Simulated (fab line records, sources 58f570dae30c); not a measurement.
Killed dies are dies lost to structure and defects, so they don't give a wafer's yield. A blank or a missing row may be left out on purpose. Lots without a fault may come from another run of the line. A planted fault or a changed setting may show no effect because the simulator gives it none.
Which tool did it? | flow berkeley_cmos170 | 13 lots, 39 wafers sampled, at 2 steps of a route of 331

WHAT THE GAUGES READ, wafer by wafer
UCB170_M2_OVL_MEAS_16. Usual: M2_OVL 3 nm, standard deviation 5.3.
lot  | measured     | on         | M2_OVL (nm) | flag
L585 | day 6 16:08  | overlay-02 | 1 2 -2      |
L586 | day 7 18:16  | overlay-02 | 6 5 3       |
L588 | day 8 01:25  | overlay-02 | 13 8 9      |
L590 | day 8 04:02  | overlay-01 | 8 0 2       |
L598 | day 10 13:20 | overlay-02 | 11 6 7      |
L601 | day 11 02:44 | overlay-02 | 10 9 10     |
L602 | day 11 11:30 | overlay-01 | -5 1 4      |
L605 | day 11 16:24 | overlay-02 | 6 5 10      |
L604 | day 11 16:47 | overlay-01 | -2 3 -7     |
L603 | day 11 17:05 | overlay-02 | -6 1 -4     |
L606 | day 12 07:06 | overlay-02 | 6 6 6       |
L608 | day 12 07:31 | overlay-01 | 7 9 11      |
L607 | day 12 07:46 | overlay-02 | 4 8 9       |

WHICH TOOL RAN EACH LOT (tool, then ch and the chambers of the sampled wafers, then the start)
lot  | UCB170_M2_STRIP_07
L585 | plasma_asher-01 ch 0,1, day 6 14:22
L586 | plasma_asher-02 ch 0,1, day 7 16:55
L588 | plasma_asher-02 ch 0,1, day 7 23:47
L590 | plasma_asher-04 ch 0,1, day 8 02:49
L598 | plasma_asher-01 ch 0,1, day 10 11:47
L601 | plasma_asher-02 ch 0,1, day 11 01:31
L602 | plasma_asher-02 ch 0,1, day 11 10:11
L605 | plasma_asher-01 ch 0,1, day 11 15:04
L604 | plasma_asher-04 ch 0,1, day 11 15:16
L603 | plasma_asher-01 ch 0,1, day 11 15:17
L606 | plasma_asher-02 ch 0, day 12 05:13
L608 | plasma_asher-01 ch 0,1, day 12 05:40
L607 | plasma_asher-02 ch 0,1, day 12 05:44
- UCB170_M2_STRIP_07: strips in O2.

WHAT THE TOOLS THEMSELVES READ (means of the sampled wafers that have a number; where no wafer has one, the mark that the record gives instead)
UCB170_M2_STRIP_07. Usual: drypump_motor_current_A 5.6 A, standard deviation 0.51; oes_product_au 0.734 a.u., standard deviation 0.0047; strip_time_to_endpoint_s 21.93 s, standard deviation 0.058.
lot  | tool            | drypump_motor_current_A (A) | oes_product_au (a.u.) | strip_time_to_endpoint_s (s) | flag
L585 | plasma_asher-01 | 5.5                         | 0.730                 | 21.98                        |
L586 | plasma_asher-02 | 5.7                         | 0.735                 | 21.94                        |
L588 | plasma_asher-02 | 5.7                         | 0.737                 | 21.93                        |
L590 | plasma_asher-04 | 5.1                         | 0.729                 | 21.98                        |
L598 | plasma_asher-01 | 5.8                         | 0.735                 | 21.89                        |
L601 | plasma_asher-02 | 5.7                         | 0.737                 | 21.94                        |
L602 | plasma_asher-02 | 6.0                         | 0.735                 | 21.97                        |
L605 | plasma_asher-01 | 5.5                         | 0.736                 | 21.98                        |
L604 | plasma_asher-04 | 5.1                         | 0.733                 | 21.82                        |
L603 | plasma_asher-01 | 5.5                         | 0.729                 | 21.96                        |
L606 | plasma_asher-02 | 6.3                         | 0.733                 | 21.98                        |
L608 | plasma_asher-01 | 5.8                         | 0.732                 | 22.00                        |
L607 | plasma_asher-02 | 5.7                         | 0.736                 | 21.87                        |

THE ANSWER, worked out from the rows above alone
Rule: a lot is off if the mean of its wafers that have a number lies more than 3 standard deviations from the usual mean. A lot without any number at a reading at which 4 lots or more have one is off too. The other lots that the step has rows for count as sound. The gauges are gone through in route order, then the tools' own readings, and for those a lot's mean is taken as printed above. The first step at which some lot is off is used, and at that step the reading that is off furthest; a lot without a number counts as furthest.
No lot is off at any reading shown: from this, nothing can be told.

WHAT THE SIMULATOR HAD PUT IN
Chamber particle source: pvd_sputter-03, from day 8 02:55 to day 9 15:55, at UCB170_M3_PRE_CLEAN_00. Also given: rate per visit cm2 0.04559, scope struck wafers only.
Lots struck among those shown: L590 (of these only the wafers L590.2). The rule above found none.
